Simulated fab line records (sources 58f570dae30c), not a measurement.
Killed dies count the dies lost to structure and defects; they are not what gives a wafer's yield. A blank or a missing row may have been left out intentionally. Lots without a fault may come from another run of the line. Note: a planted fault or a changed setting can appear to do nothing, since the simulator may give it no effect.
Comparing a struck lot with a sound one | flow berkeley_cmos170 | 17 steps out of a route of 331
Sound: these wafers, L912.1, L912.3, L912.6. Wafers struck: L902.3, L902.4, L902.6. At the end, the cause is stated.
At each step with rows: each side's tool, then ch and its chambers, then its first start. Under that, the readings that differ: sound wafers | struck wafers | difference of the means | sigmas: that difference in standard deviations of wafers without a fault.
alike: words and numbers the same on both sides, and readings whose means are apart by under 2 such deviations; not compared: readings that were withheld, readings missing a value for some wafer, numbers with overlapping values and no deviation given by the record, and bounds like >300 which may hide the same value.
The two part at a step that has a row with sigmas, a row that says differs or no value, or rows on one side only. Numbers that have no deviation but don't overlap get no sigmas and don't part them. A reading missing from all wafers of one side parts the sides only when that side holds two or more wafers.

first, 1 step without rows for these wafers: UCB170_CONTACT_SOFTBAKE_05 (time 60 s).
UCB170_CONTACT_STRIP_06: strips in O2.
  sound on plasma_asher-04 ch 0,1, day 11 00:17; struck on plasma_asher-02 ch 0,1, day 8 07:30
  alike: drypump_motor_current_A, oes_product_au, strip_time_to_endpoint_s
  not compared: rf_hours_counter_h
then, 1 step without rows for these wafers: UCB170_CONTACT_CLEAN_07 (cleans in SPM, time 600 s).
UCB170_CONTACT_RTA_08: time 10 s.
  sound on rtp_anneal-02 ch 0, day 11 01:47; struck on rtp_anneal-01 ch 0, day 8 07:46
  reading            | sound          | struck         | difference | sigmas
  lamp_power_pct (%) | 25.1 25.0 25.1 | 23.3 23.3 23.3 | -1.8       | -2
  alike: wafer_temp_C_max
then, 6 steps without rows for these wafers: UCB170_CONTACT_COAT_09; UCB170_CONTACT_COAT_10 (resist thk 900 nm); UCB170_CONTACT_SOFTBAKE_11 (time 60 s); UCB170_CONTACT_EXPOSE_12 (exposes mask CONT, target cd 700 nm); UCB170_CONTACT_PEB_13; UCB170_CONTACT_DEVELOP_14 (develop time 45 s).
UCB170_CONTACT_CD_MEAS_15 targets a cd of 700 nm.
  sound: cd_sem-01 at day 11 03:24; struck: cd_sem-01 at day 8 09:25
  alike: cd_nm
UCB170_CONTACT_OVL_MEAS_16:
  sound: overlay-02 at day 11 03:31; struck: overlay-02 at day 8 09:30
  alike: CONTACT_OVL
UCB170_CONTACT_ETCH_17: etches BARC in N2/H2.
  sound on rie_diel-04 ch 1,2, day 11 03:33; struck on rie_diel-04 ch 1,2,3, day 8 09:32
  no value came back on the struck wafers for any of 5 readings (bias_w (W), chamber_pressure_mTorr (mTorr) and others); on the sound wafers bias_w (W) reads 99.9 100.0 99.7
UCB170_CONTACT_ETCH_18: etches PSG in CHF3/CF4/Ar, stops on TiSi2, target depth 840 nm, time 195 s.
  sound: rie_diel-04 ch 1,2; struck: rie_diel-04 ch 1,2,3
  reading               | sound             | struck            | difference | sigmas
  oes_product_au (a.u.) | 0.879 0.883 0.886 | 0.364 0.364 0.360 | -0.520     | -35
  alike: CHF3_flow_sccm, cf4_flow_sccm, drypump_motor_current_A, throttle_valve_pct
  not compared: rf_hours_counter_h
UCB170_CONTACT_STRIP_19: strips in O2.
  sound on plasma_asher-02 ch 0,1, day 11 03:43; struck on plasma_asher-01 ch 0,1, day 8 09:44
  alike: drypump_motor_current_A, oes_product_au
  not compared: rf_hours_counter_h
UCB170_CONTACT_CD_MEAS_90 targets a cd of 700 nm.
  sound: cd_sem-01 at day 11 03:49; struck: cd_sem-01 at day 8 09:50
  reading    | sound             | struck | difference                    | sigmas
  cd_nm (nm) | 699.2 701.2 700.6 | - - -  | no value on the struck wafers |
then, 1 step without rows for these wafers: UCB170_CONTACT_CLEAN_20 (cleans in SPM, time 600 s).

== WHERE THEY PART ==
First at UCB170_CONTACT_RTA_08; last, within this record, at UCB170_CONTACT_CD_MEAS_90.

WHY: the cause the simulator had injected
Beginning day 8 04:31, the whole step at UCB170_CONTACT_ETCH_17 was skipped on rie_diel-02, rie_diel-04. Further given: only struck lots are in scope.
